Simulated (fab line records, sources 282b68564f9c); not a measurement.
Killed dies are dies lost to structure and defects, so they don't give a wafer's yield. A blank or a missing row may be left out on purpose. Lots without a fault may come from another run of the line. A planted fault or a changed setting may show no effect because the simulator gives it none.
A struck lot beside a sound one | flow rit_cmos | 22 steps out of a route of 202
Sound: wafers L597.2, L597.3, L597.5. Struck: wafers L600.1, L600.2, L600.4. The cause comes at the end.
At each step with rows: each side's tool, then ch and its chambers, then its first start. Under that, the readings that differ: sound wafers | struck wafers | difference of the means | sigmas: that difference in standard deviations of wafers without a fault.
alike: readings whose means differ by less than 2 such deviations, and words and numbers that are the same on both sides. not compared: withheld readings, readings that some wafer has no value for, bounds like >300 that may hide the same value, and numbers for which the record gives no deviation and whose values overlap.
The two part at a step that has a row with sigmas, a row that says differs or no value, or rows on one side only. Numbers that don't overlap but have no deviation are shown without sigmas and don't part them. A reading that every wafer of one side lacks parts them only if that side has two wafers or more.

first, 2 steps without rows for these wafers: RIT_NSD_HARDBAKE_07 (time 60 s); RIT_NSD_IMPLANT_08.
RIT_NSD_STRIP_09: strips in O2, time 180 s.
  sound on plasma_asher-04 ch 0,1, day 4 12:03; struck on plasma_asher-04 ch 0,1, day 5 02:20
  alike: drypump_motor_current_A
  not compared: rf_hours_counter_h
RIT_NSD_TW_MEAS_10:
  sound on film_metro-03, day 4 12:14; struck on film_metro-01, day 5 02:30
  alike: NSD_TW
then, 6 steps without rows for these wafers: RIT_PSD_HMDS_00 (prime time 60 s); RIT_PSD_COAT_01 (resist thk 1000 nm); RIT_PSD_SOFTBAKE_02 (time 60 s); RIT_PSD_EXPOSE_03 (exposes mask M10, target cd 40900 nm); RIT_PSD_PEB_04; RIT_PSD_DEVELOP_05 (develop time 50 s).
RIT_PSD_OVL_MEAS_06:
  sound on overlay-02, day 4 13:23; struck on overlay-02, day 5 03:25
  alike: PSD_OVL
then, 1 step without rows for these wafers: RIT_PSD_HARDBAKE_07 (time 60 s).
RIT_PSD_IMPLANT_08:
  sound on implanter-02 ch 0, day 4 13:43; struck on implanter-02 ch 0, day 5 03:36
  reading       | sound                     | struck                       | difference | sigmas
  beam_on_s (s) | 12.2 12.2 11.7            | 17.7 16.5 16.9               | +5.0       | +8
  dose_ions_cm2 | 5.003e+15 5.005e+15 5e+15 | 7.008e+15 7.01e+15 7.011e+15 | +2.007e+15 | +99 or more
  alike: tilt_deg
RIT_PSD_STRIP_09: strips in O2, time 180 s.
  sound on plasma_asher-01 ch 0,1, day 4 13:50; struck on plasma_asher-02 ch 0,1, day 5 03:45
  alike: drypump_motor_current_A
  not compared: rf_hours_counter_h
RIT_PSD_TW_MEAS_10:
  sound on film_metro-03, day 4 14:01; struck on film_metro-01, day 5 03:55
  reading | sound          | struck         | difference | sigmas
  PSD_TW  | 3438 3407 3436 | 3530 3511 3513 | +91        | +2
then, 3 steps without rows for these wafers: RIT_SDANNEAL_CLEAN_00 (cleans in SC1, time 600 s); RIT_SDANNEAL_CLEAN_01 (cleans in dHF, time 30 s); RIT_SDANNEAL_CLEAN_02 (cleans in SC2, time 600 s).
RIT_SDANNEAL_RTA_03: time 5 s.
  sound on rtp_anneal-01 ch 0, day 4 14:29; struck on rtp_anneal-02 ch 0, day 5 04:23
  reading          | sound                | struck               | difference | sigmas
  wafer_temp_C_max | 1055.0 1053.4 1051.7 | 1056.7 1052.6 1057.5 | +2.2       | +2
RIT_SDANNEAL_RS_MEAS_04: measures by four-point-probe.
  sound on film_metro-02, day 4 14:33; struck on film_metro-01, day 5 04:48
  reading         | sound             | struck            | difference | sigmas
  PSD_RS (ohm/sq) | 115.5 115.9 115.9 | 111.9 112.2 112.0 | -3.7       | -12
  not compared: hold
RIT_SDANNEAL_RS_MEAS_05: measures by four-point-probe.
  sound on film_metro-02, day 4 14:40; struck on film_metro-01, day 5 08:36
  reading | sound | struck                                                                     | difference                   | sigmas
  hold    | - - - | await_dispo/3.7h/release await_dispo/3.7h/release await_dispo/3.7h/release | no value on the sound wafers |
  alike: NSD_RS
RIT_M1_PROBE_99:
  sound on prober-02, day 4 21:58; struck on prober-01, day 5 16:30
  alike: killed_at_M0_to_M3, killed_at_front_end, killed_dies, killed_open, killed_short

WHERE THEY PART
First at RIT_PSD_IMPLANT_08; last, within this record, at RIT_SDANNEAL_RS_MEAS_05. Later steps at which nothing parts them and some readings are alike: RIT_M1_PROBE_99.

WHY: what the simulator had put in
Process parameter drift: implanter-02, from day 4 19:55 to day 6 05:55, at RIT_PSD_IMPLANT_08. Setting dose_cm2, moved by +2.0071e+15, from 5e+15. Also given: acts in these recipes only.
